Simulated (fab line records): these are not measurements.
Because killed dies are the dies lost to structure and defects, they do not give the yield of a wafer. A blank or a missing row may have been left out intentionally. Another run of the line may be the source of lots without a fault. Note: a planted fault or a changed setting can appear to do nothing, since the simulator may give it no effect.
Struck lot and sound lot, side by side + flow rit-cmos + 6 steps out of a route of 202
Sound: the wafers L955.1, L955.5, L955.6. The struck wafers were L954.1, L954.4, L954.6. The cause comes at the end.
Order at every step that has rows: each side's tool, ch and its chambers, its first start. Under that, the readings that differ: sound wafers + struck wafers + difference of the means + sigmas: that difference in standard deviations of wafers without a fault.
alike: a reading whose means differ by less than 2 such deviations, as well as words and numbers matching on both sides. not compared: withheld readings; readings where some wafer has no value; bounds like >300 that might hide an equal value; numbers whose values overlap and for which the record gives no deviation.
The two part at a step that has a row with sigmas, a row that says differs or no value, or rows on one side only. When numbers do not overlap yet have no deviation, they are printed without sigmas and do not part them. Lack of a reading on every wafer of one side parts them only where that side has two or more wafers.

RIT_ACTIVE_BOW_MEAS_00:
  sound: film-metro-04 at day 2 16:00; struck: film-metro-04 at day 2 11:00
  alike: INCOMING_BOW
then, 1 step without rows for these wafers: RIT_ACTIVE_OXIDATION_01 (target thk 46.8 nm, ox time 3360 s).
RIT_ACTIVE_THK_MEAS_02:
  sound: film-metro-04 at day 2 18:03; struck: film-metro-01 at day 2 13:29
  alike: ACTIVE_OXIDE_THK
RIT_ACTIVE_CVD_03: deposits Si3N4 from SiH2Cl2/NH3, target thk 150 nm, time 1500 s.
  sound on lpcvd-02 ch 1, day 2 18:07; struck on lpcvd-01 ch 1, day 2 13:33
| reading                                  | sound             | struck          | difference | sigmas |
|------------------------------------------|-------------------|-----------------|------------|--------|
| zone-power-load-pct (%)                  | 19.4 20.1 20.2    | 22.6 22.2 22.4  | +2.5       | +2     |
| model.Si3N4_of_ACTIVE_CVD_03.thk-nm (nm) | 150.6 151.9 150.5 | 233.4 231.6 231 | +81.0      |        |
RIT_ACTIVE_THK_MEAS_04:
  sound: film-metro-04 at day 2 19:32; struck: film-metro-01 at day 2 15:12
| reading                 | sound             | struck            | difference | sigmas |
|-------------------------|-------------------|-------------------|------------|--------|
| ACTIVE_NITRIDE_THK (nm) | 150.7 151.8 150.4 | 233.4 231.5 230.7 | +80.9      | +51    |
  not compared: hold
RIT_M1_PROBE_99:
  the record holds rows for the sound wafers here (prober-01, day 4 15:37) but none for the struck ones

== WHERE THEY PART ==
First at RIT_ACTIVE_CVD_03; last, within this record, at RIT_M1_PROBE_99.

WHY: what had been put in by the simulator
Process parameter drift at RIT_ACTIVE_CVD_03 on lpcvd-01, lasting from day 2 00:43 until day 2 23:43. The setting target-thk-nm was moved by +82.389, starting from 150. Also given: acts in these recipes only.
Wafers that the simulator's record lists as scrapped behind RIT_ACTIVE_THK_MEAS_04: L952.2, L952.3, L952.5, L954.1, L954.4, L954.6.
